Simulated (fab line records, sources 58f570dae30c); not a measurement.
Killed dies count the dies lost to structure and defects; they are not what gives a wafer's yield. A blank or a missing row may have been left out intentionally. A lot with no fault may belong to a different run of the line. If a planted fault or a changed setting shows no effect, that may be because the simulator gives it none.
Which of the tools did it?    flow berkeleyCmos170    Sampling: 7 lots, 21 wafers, 3 of 331 route steps

== WHAT THE GAUGES SHOWED, per wafer ==
UCB170_PSD_TW_MEAS_10.
lot   measured      on            PSD_TW
L569  day 6 16:56   filmMetro-04  2296 2304 2311
L571  day 7 05:53   filmMetro-01  2290 2284 2286
L573  day 7 18:34   filmMetro-02  2318 2320 2323
L579  day 9 08:17   filmMetro-04  2011 2000 2008
L581  day 9 17:19   filmMetro-01  1961 1966 1959
L587  day 10 19:39  filmMetro-01  2295 2290 2291
L591  day 11 10:05  filmMetro-04  2337 2340 2344

== TOOL THAT RAN EACH LOT (tool first, then ch and the chambers of the sampled wafers, then the start) ==
lot   UCB170_PSD_IMPLANT_08            UCB170_PSD_STRIP_09
L569  implanter-04 ch 0, day 6 16:41   plasmaAsher-02 ch 0,1, day 6 16:50
L571  implanter-04 ch 0, day 7 05:38   plasmaAsher-02 ch 0,1, day 7 05:47
L573  implanter-02 ch 0, day 7 18:19   plasmaAsher-04 ch 0,1, day 7 18:28
L579  implanter-02 ch 0, day 9 08:02   plasmaAsher-01 ch 0,1, day 9 08:11
L581  implanter-02 ch 0, day 9 17:04   plasmaAsher-02 ch 0,1, day 9 17:12
L587  implanter-04 ch 0, day 10 19:25  plasmaAsher-04 ch 0,1, day 10 19:32
L591  implanter-04 ch 0, day 11 09:52  plasmaAsher-02 ch 0,1, day 11 10:01
- UCB170_PSD_IMPLANT_08
- UCB170_PSD_STRIP_09: strips in O2.

== THE ANSWER, worked out from the rows above alone ==
Rule: what is usual is taken from the lots themselves. Put in order of their means at a reading, lots are off if they are a third of the lots or fewer, leave a main group of 4 or more, and stand apart from it by a gap of 3 or more times the standard deviation of the main group's means; of several such gaps the widest counts. A main group is skipped when, at the precision printed for the reading in the tables above, its means are all equal. Also off: a lot with no number at a reading for which 4 or more lots have one. All remaining lots with rows at the step are treated as sound.
Off: at UCB170_PSD_TW_MEAS_10 (PSD_TW), L579, L581. For the main group the mean is 2309 and the standard deviation 20.
A tool fits if, at a process step before that reading, it ran every lot that is off, and no sound lot after the first of them. Those tools and the gauges at UCB170_PSD_TW_MEAS_10 are tried in the same way. One candidate fits, namely implanter-02 at UCB170_PSD_IMPLANT_08. Its last sound lot is L573 (day 7 18:19), its first lot that is off L579 (day 9 08:02): a fault that began between those two fits.

== WHAT THE SIMULATOR HAD PUT IN ==
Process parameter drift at UCB170_PSD_IMPLANT_08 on implanter-02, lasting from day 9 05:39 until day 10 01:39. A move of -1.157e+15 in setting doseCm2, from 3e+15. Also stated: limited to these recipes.
Lots struck among those shown: L579, L581. The rule above reached the same finding.
